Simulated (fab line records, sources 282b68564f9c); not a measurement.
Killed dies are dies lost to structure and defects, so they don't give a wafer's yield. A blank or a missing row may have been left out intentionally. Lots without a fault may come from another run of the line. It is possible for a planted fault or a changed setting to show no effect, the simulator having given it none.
Comparing a struck lot with a sound one :: flow ritCmos :: 44 steps out of a route of 202
Sound: wafers L103.1, L103.2, L103.6. Wafers struck: L107.1, L107.5, L107.6. The cause comes at the end.
For every step that has rows: the tool of each side, followed by ch and its chambers, followed by its first start. Under that, the readings that differ: sound wafers :: struck wafers :: difference of the means :: sigmas: that difference in standard deviations of wafers without a fault.
alike: readings with means less than 2 such deviations apart, plus words and numbers identical on both sides. not compared: withheld readings, readings lacking a value on some wafer, bounds such as >300 that could conceal the same value, and numbers that have no deviation in the record and whose values overlap.
The two part at a step that has a row with sigmas, a row that says differs or no value, or rows on one side only. Numbers that don't overlap but have no deviation are shown without sigmas and don't part them. Lack of a reading on every wafer of one side parts them only where that side has two or more wafers.

first, 2 steps without rows for these wafers: RIT_NLDD_HARDBAKE_07 (time 60 s); RIT_NLDD_IMPLANT_08.
RIT_NLDD_STRIP_09: strips in O2, time 180 s.
  sound on plasmaAsher-03 ch 0,1, day 2 23:58; struck on plasmaAsher-02 ch 0,1, day 3 23:29
  alike: drypumpMotorCurrentA
  not compared: rfHoursCounterH
RIT_NLDD_TW_MEAS_10:
  struck on filmMetro-02, day 3 23:40; sound on filmMetro-01, day 3 00:08
  alike: NLDD_TW
then, 6 steps without rows for these wafers: RIT_PLDD_HMDS_00 (prime time 60 s); RIT_PLDD_COAT_01 (resist thk 1000 nm); RIT_PLDD_SOFTBAKE_02 (time 60 s); RIT_PLDD_EXPOSE_03 (exposes mask M8, target cd 40900 nm); RIT_PLDD_PEB_04; RIT_PLDD_DEVELOP_05 (develop time 50 s).
RIT_PLDD_OVL_MEAS_06:
  struck on overlay-01, day 4 00:35; sound on overlay-02, day 3 01:13
  alike: PLDD_OVL
then, 1 step without rows for these wafers: RIT_PLDD_HARDBAKE_07 (time 60 s).
RIT_PLDD_IMPLANT_08:
  sound on implanter-02 ch 0, day 3 01:31; struck on implanter-02 ch 0, day 4 00:46
  alike: beamOnS, endStationPressureTorr, tiltDeg
RIT_PLDD_STRIP_09: strips in O2, time 180 s.
  sound on plasmaAsher-01 ch 0,1, day 3 01:49; struck on plasmaAsher-04 ch 0,1, day 4 00:55
  alike: drypumpMotorCurrentA
  not compared: rfHoursCounterH
RIT_PLDD_TW_MEAS_10:
  struck on filmMetro-01, day 4 01:05; sound on filmMetro-02, day 3 01:59
reading: PLDD_TW
sound: 2346 2319 2341
struck: 2137 2172 2360
difference: -112
sigmas: -6
then, 4 steps without rows for these wafers: RIT_SPACER_CLEAN_00 (cleans in SC1, time 600 s); RIT_SPACER_CLEAN_01 (cleans in dHF, time 30 s); RIT_SPACER_CLEAN_02 (cleans in SC2, time 600 s); RIT_SPACER_CVD_03 (deposits Si3N4 from SiH2Cl2/NH3, target thk 250 nm, time 3300 s).
RIT_SPACER_THK_MEAS_04:
  struck on filmMetro-04, day 4 03:26; sound on filmMetro-03, day 3 04:21
  alike: SPACER_NITRIDE_THK
RIT_SPACER_ETCHBACK_05: etches Si3N4 in SF6/CHF3, stops on SiO2, target depth 250 nm, time 240 s.
  sound on rieDiel-03 ch 0,1,2, day 3 04:25; struck on rieDiel-01 ch 0,1,2, day 4 03:29
  alike: drypumpMotorCurrentA, oesProductAu, throttleValvePct
  not compared: rfHoursCounterH
then, 6 steps without rows for these wafers: RIT_NSD_HMDS_00 (prime time 60 s); RIT_NSD_COAT_01 (resist thk 1000 nm); RIT_NSD_SOFTBAKE_02 (time 60 s); RIT_NSD_EXPOSE_03 (exposes mask M9, target cd 40700 nm); RIT_NSD_PEB_04; RIT_NSD_DEVELOP_05 (develop time 50 s).
RIT_NSD_OVL_MEAS_06:
  struck on overlay-02, day 4 04:29; sound on overlay-01, day 3 05:32
  alike: NSD_OVL
then, 2 steps without rows for these wafers: RIT_NSD_HARDBAKE_07 (time 60 s); RIT_NSD_IMPLANT_08.
RIT_NSD_STRIP_09: strips in O2, time 180 s.
  sound on plasmaAsher-02 ch 0,1, day 3 05:52; struck on plasmaAsher-04 ch 0,1, day 4 04:50
  alike: drypumpMotorCurrentA
  not compared: rfHoursCounterH
RIT_NSD_TW_MEAS_10:
  struck on filmMetro-01, day 4 05:00; sound on filmMetro-01, day 3 06:03
  alike: NSD_TW
then, 6 steps without rows for these wafers: RIT_PSD_HMDS_00 (prime time 60 s); RIT_PSD_COAT_01 (resist thk 1000 nm); RIT_PSD_SOFTBAKE_02 (time 60 s); RIT_PSD_EXPOSE_03 (exposes mask M10, target cd 40900 nm); RIT_PSD_PEB_04; RIT_PSD_DEVELOP_05 (develop time 50 s).
RIT_PSD_OVL_MEAS_06:
  struck on overlay-02, day 4 06:04; sound on overlay-01, day 3 07:05
  alike: PSD_OVL
then, 2 steps without rows for these wafers: RIT_PSD_HARDBAKE_07 (time 60 s); RIT_PSD_IMPLANT_08.
RIT_PSD_STRIP_09: strips in O2, time 180 s.
  sound on plasmaAsher-04 ch 0,1, day 3 07:25; struck on plasmaAsher-04 ch 0,1, day 4 06:24
  alike: drypumpMotorCurrentA
  not compared: rfHoursCounterH
RIT_SDANNEAL_RS_MEAS_06: uses a four-point probe to measure.
  struck on filmMetro-02, day 4 07:19; sound on filmMetro-03, day 3 08:22
reading: PLDD_RS (ohm/sq)
sound: 178.6 179.4 178.4
struck: 183.8 183.0 180.4
difference: +3.6
sigmas: +9
RIT_M1_PROBE_99:
  struck on prober-02, day 4 14:34; sound on prober-02, day 3 15:39
reading: model.etest.pmosTurned.rOnOhmUm
sound: 3354 3420 3330
struck: 2474 2544 2776
difference: -770
sigmas: 

reading: model.etest.pmos_0p15.rOnOhmUm
sound: 2698 2735 2693
struck: 2483 2513 2534
difference: -199
sigmas: 

reading: model.etest.pmos_0p3.rOnOhmUm
sound: 6173 6252 6190
struck: 6016 6070 5976
difference: -184
sigmas: 

reading: model.etest.pmosTurned.driveUaUm
sound: 196.8 190.7 197.2
struck: 288.4 282.8 257.2
difference: +81.2
sigmas: 

reading: model.etest.pmos_0p15.driveUaUm
sound: 264.7 255.8 261
struck: 286.7 285.1 283.6
difference: +24.6
sigmas: 

reading: model.etest.pmos_0p15.swingMvDec
sound: 83.98 84.14 83.99
struck: 85.09 85.69 84.3
difference: +0.99
sigmas: 

reading: model.etest.retroEdgePmos.offLog10AUm
sound: -10.19 -10.22 -10.14
struck: -9.493 -9.449 -9.454
difference: +0.718
sigmas: 

reading: model.etest.pmos_0p15.offLog10AUm
sound: -10.23 -10.38 -10.21
struck: -9.589 -9.583 -9.686
difference: +0.654
sigmas: 
  alike: killed_at_M0_to_M3, killedAtFrontEnd, killedDies, killedOpen, killedShort

WHERE THEY PART
Last at RIT_SDANNEAL_RS_MEAS_06 as far as this record goes, first at RIT_PLDD_TW_MEAS_10. Later steps at which nothing parts them and some readings are alike: RIT_M1_PROBE_99.

WHY: the cause the simulator had injected
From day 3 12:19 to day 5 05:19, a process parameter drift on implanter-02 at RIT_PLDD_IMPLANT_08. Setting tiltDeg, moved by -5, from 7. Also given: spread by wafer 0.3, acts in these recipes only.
